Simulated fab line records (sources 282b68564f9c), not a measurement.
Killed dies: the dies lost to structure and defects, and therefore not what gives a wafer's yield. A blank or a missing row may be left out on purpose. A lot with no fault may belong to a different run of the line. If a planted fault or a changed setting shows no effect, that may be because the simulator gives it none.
Which tool is to blame? -- flow rit_cmos -- 21 wafers from 7 lots sampled at 2 of the route's 202 steps

WHAT EACH GAUGE READ, for each wafer
RIT_NSD_TW_MEAS_10.
lot,measured,on,NSD_TW
L299,day 3 09:55,film_metro-03,3100 3105 3105
L301,day 3 20:49,film_metro-04,3113 3118 3112
L303,day 4 08:56,film_metro-04,2875 2877 2868
L305,day 4 20:40,film_metro-02,2895 2886 2889
L314,day 6 17:40,film_metro-02,3128 3125 3125
L318,day 7 11:38,film_metro-03,3121 3110 3121
L320,day 7 23:34,film_metro-02,3115 3118 3106

EACH LOT AND THE TOOL THAT RAN IT (in order: tool; ch and the chambers of the sampled wafers; start)
lot,RIT_NSD_IMPLANT_08
L299,"implanter-04 ch 0, day 3 09:36"
L301,"implanter-04 ch 0, day 3 20:30"
L303,"implanter-03 ch 0, day 4 08:38"
L305,"implanter-03 ch 0, day 4 20:20"
L314,"implanter-04 ch 0, day 6 17:21"
L318,"implanter-04 ch 0, day 7 11:19"
L320,"implanter-03 ch 0, day 7 23:14"
- RIT_NSD_IMPLANT_08

THE ANSWER, worked out from the rows above alone
Rule: the lots themselves supply what counts as usual. Put in order of their means at a reading, lots are off if they are a third of the lots or fewer, leave a main group of 4 or more, and stand apart from it by a gap of 3 or more times the standard deviation of the main group's means; of several such gaps the widest counts. A main group whose means are all the same, to the digits that the tables above print for the reading, isn't used. Also off: a lot with no number at a reading for which 4 or more lots have one. All remaining lots with rows at the step are treated as sound.
Off: L303, L305, at RIT_NSD_TW_MEAS_10 (NSD_TW). Mean 3115 and standard deviation 7.3 in the main group.
A tool fits if, at a process step before that reading, it ran every lot that is off, and no sound lot after the first of them. The gauges at RIT_NSD_TW_MEAS_10 are tried like those tools. No candidate that was tried fits.

WHAT WAS PUT IN BY THE SIMULATOR
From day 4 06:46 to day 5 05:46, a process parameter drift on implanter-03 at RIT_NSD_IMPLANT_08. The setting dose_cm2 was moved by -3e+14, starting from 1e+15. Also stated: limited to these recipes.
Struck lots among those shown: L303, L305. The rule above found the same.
